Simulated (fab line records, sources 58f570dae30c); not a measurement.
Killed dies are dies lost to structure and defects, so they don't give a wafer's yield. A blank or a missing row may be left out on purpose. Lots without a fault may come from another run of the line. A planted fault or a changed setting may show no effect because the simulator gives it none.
fab line records | flow berkeley_cmos170
record lots=15 wafers=45 last_day=12
route steps=331 shown PVT@118
lots that met no fault: from a run of the same line without faults
start_h: hours from the record's first day to the start of the lot's first wafer shown | wait_h: hours since the lot's step before | " the same as in the row above | L1.1+2: a row that stands for several wafers | - no value, or no start given | * or withheld: withheld | < > ~ a bound
route shown NAME@n: a module of which the file shows steps, and the number in the route of the first | usual: mean/standard deviation of fault-free wafers | same: alike in all rows | chamber/n: place in a boat | sites: the reading at each site | _std_site: their standard deviation | _edge_site: outer sites' mean less inner sites' | radius_mm: how far each site lies from the wafer's centre | mask NAME#n: copy n | behind: the tool/chamber that last shaped the wafer | hold: why the lot was held/for how many hours/how that ended | device: the transistor (n, p or np) that didn't switch | end of line: the same wafers' tests at the end of the route | a step without rows: its recipe alone | killed: dies lost to structure and defects at the first sort, not the wafer's yield | map: a wafer's dies, x killed, . not, _ none there
set.NAME: the setting as run; set.NAME@STEP: as run at that earlier step | model.NAME: the simulator's own value behind a step, which no gauge read
steps of the route over a sample of lots; a table a step, a row a wafer
services: from which hour (start_h, from the record's first day; less than 0 if before it) a tool's chamber was out of use, for how many hours, and why
## steps
# step UCB170_PVT_EXPOSE_03
# recipe mask_id=NWELL target_cd_nm=3000 na=0.5 sigma_outer=0.6 source_shape=conventional dose_mj=30
# usual exposure_dose_mJ_cm2=30.002/0.027 focus_offset_nm=0.1/0.46
# columns lot.wafer tool chamber start_h wait_h mask exposure_dose_mJ_cm2 focus_offset_nm
L117.2 krf_scanner-02 0 121.68 0.2 NWELL#0 29.985 0.2
L117.3 " 0 " " NWELL#0 29.956 0.0
L117.6 " 0 " " NWELL#0 29.999 0.4
L120.1 krf_scanner-02 0 127.54 0.2 NWELL#0 30.006 0.4
L120.2 " 0 " " NWELL#0 30.014 1.0
L120.5 " 0 " " NWELL#0 29.990 0.4
L121.3 krf_scanner-02 0 136.60 0.1 NWELL#0 29.942 -0.6
L121.4 " 0 " " NWELL#0 29.993 -0.5
L121.5 " 0 " " NWELL#0 29.979 -0.8
L122.2 krf_scanner-01 0 136.82 0.3 NWELL#0 29.988 0.4
L122.3 " 0 " " NWELL#0 29.995 -1.0
L122.5 " 0 " " NWELL#0 30.027 -0.5
L124.3 krf_scanner-01 0 149.17 0.1 NWELL#0 29.964 0.2
L124.4 " 0 " " NWELL#0 29.995 -0.1
L124.6 " 0 " " NWELL#0 29.972 0.1
L123.1 krf_scanner-01 - 149.58 0.1 NWELL#0 - -
L123.4 " - " " NWELL#0 - -
L123.5 " - " " NWELL#0 - -
L125.1 krf_scanner-01 - 158.92 0.2 NWELL#0 - -
L125.3 " - " " NWELL#0 - -
L125.4 " - " " NWELL#0 - -
L127.1 krf_scanner-01 - 166.55 0.2 NWELL#0 - -
L127.3 " - " " NWELL#0 - -
L127.5 " - " " NWELL#0 - -
L126.3 krf_scanner-02 0 166.87 0.5 NWELL#0 29.997 0.2
L126.4 " 0 " " NWELL#0 29.994 -0.2
L126.5 " 0 " " NWELL#0 29.979 -0.7
L132.1 krf_scanner-01 0 195.18 0.1 NWELL#0 30.015 -0.5
L132.2 " 0 " " NWELL#0 29.990 -0.2
L132.3 " 0 " " NWELL#0 30.013 0.4
L136.1 krf_scanner-01 0 211.33 0.1 NWELL#0 30.013 -0.4
L136.2 " 0 " " NWELL#0 29.998 0.1
L136.6 " 0 " " NWELL#0 29.988 0.5
L135.4 krf_scanner-01 0 211.62 0.3 NWELL#0 29.983 -0.2
L135.5 " 0 " " NWELL#0 30.029 0.8
L135.6 " 0 " " NWELL#0 30.010 0.1
L139.2 krf_scanner-01 0 221.72 0.2 NWELL#0 29.969 0.6
L139.3 " 0 " " NWELL#0 29.992 0.1
L139.4 " 0 " " NWELL#0 30.013 0.3
L138.1 krf_scanner-01 0 222.33 0.4 NWELL#0 30.009 -0.3
L138.3 " 0 " " NWELL#0 29.983 0.1
L138.5 " 0 " " NWELL#0 29.992 -0.5
L140.2 krf_scanner-01 0 229.96 0.2 NWELL#0 30.005 -0.3
L140.3 " 0 " " NWELL#0 29.987 -0.7
L140.6 " 0 " " NWELL#0 30.042 0.0
## services
# columns tool chamber start_h hours kind
krf_scanner-02 - 103.10 0.8 repair
krf_scanner-01 - 104.03 3.0 pm
krf_scanner-01 - 124.68 4.0 pm
krf_scanner-01 - 151.63 0.8 pm
krf_scanner-01 - 152.38 4.4 pm
krf_scanner-02 - 163.27 0.8 repair
krf_scanner-02 - 170.00 0.8 pm
krf_scanner-01 - 200.49 1.3 pm
krf_scanner-02 - 203.30 1.0 pm
krf_scanner-02 - 210.45 1.3 pm
krf_scanner-02 - 228.55 6.2 repair
## key
first_sign step=UCB170_PVT_EXPOSE_03 reading=tool_record direction=missing
effect none on later readings
met_at UCB170_PVT_EXPOSE_03
struck_lots L123,L125,L127
sort_left_out L123.1,L123.4,L123.5,L125.1,L125.3,L125.4,L127.1,L127.3,L127.5
tester_left_out L123,L125,L127
onset_between 149.17 149.58
fault kind=skipped_step_whole tool=krf_scanner-01 chamber=- onset_h=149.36 steps=UCB170_PVT_EXPOSE_03 scope=struck_lots_only
# tester_left_out: of these lots the tester's yield and bins aren't shown, on N5 and GAA mostly nor the transistor test; their killed dies are dies lost to structure and defects alone, not to doping, threshold or leakage, so they don't give the yield
# sort_left_out: the simulated sort isn't trusted on such a fault, so these wafers' sort isn't shown, and their yield isn't known
